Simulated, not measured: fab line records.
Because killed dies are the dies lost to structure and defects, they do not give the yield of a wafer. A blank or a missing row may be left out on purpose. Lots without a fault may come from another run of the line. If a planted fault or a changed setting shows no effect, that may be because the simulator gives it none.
Chamber matching    flow berkeley_cmos170    UCB170_V1_CMP_02 on cmp-02 has 4 sister chambers
The step polishes SiO2. 4 wafers are shown with their chamber, then 9 later ones without.

## EACH WAFER AND ITS CHAMBER
wafer   chamber  motor_current_A (A)
L836.3  3        16.9
L846.5  0        17.4
L848.2  2        14.3
L848.5  1        17.5

## WAFERS WHOSE CHAMBER IS MISSING
wafer   motor_current_A (A)
L849.2  15.7
L849.4  18.0
L849.5  17.7
L850.3  17.1
L850.5  14.1
L850.6  18.4
L851.1  17.9
L851.3  14.3
L851.4  16.5

## CHAMBER TAKEN BY EACH
wafer   from the rows above                in truth
L849.2  can't be placed: 3 or 2 or 0 or 1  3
L849.4  can't be placed: 1 or 0 or 3       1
L849.5  can't be placed: 1 or 0 or 3       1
L850.3  can't be placed: 3 or 0 or 1       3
L850.5  2                                  2
L850.6  can't be placed: 1 or 0 or 3       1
L851.1  can't be placed: 1 or 0 or 3       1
L851.3  2                                  2
L851.4  can't be placed: 3 or 0 or 1       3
Correct placement for 2 of the 9. Not placeable from these rows: 7 (in 7, the candidates include the true chamber). 0 placed wrongly.
How it was worked out, from the rows above alone: a wafer's distance from a chamber is the root of the sum, over the readings, of the square of ((its reading less the chamber's mean) divided by the reading's scatter). The wafer belongs to the nearest chamber; if the next one is less than 2 further off, it can't be placed. For every chamber, the mean is computed from those of its wafers that are shown. The scatter: root of mean squared gap, hidden wafer to nearest shown wafer, with one shown wafer a chamber.
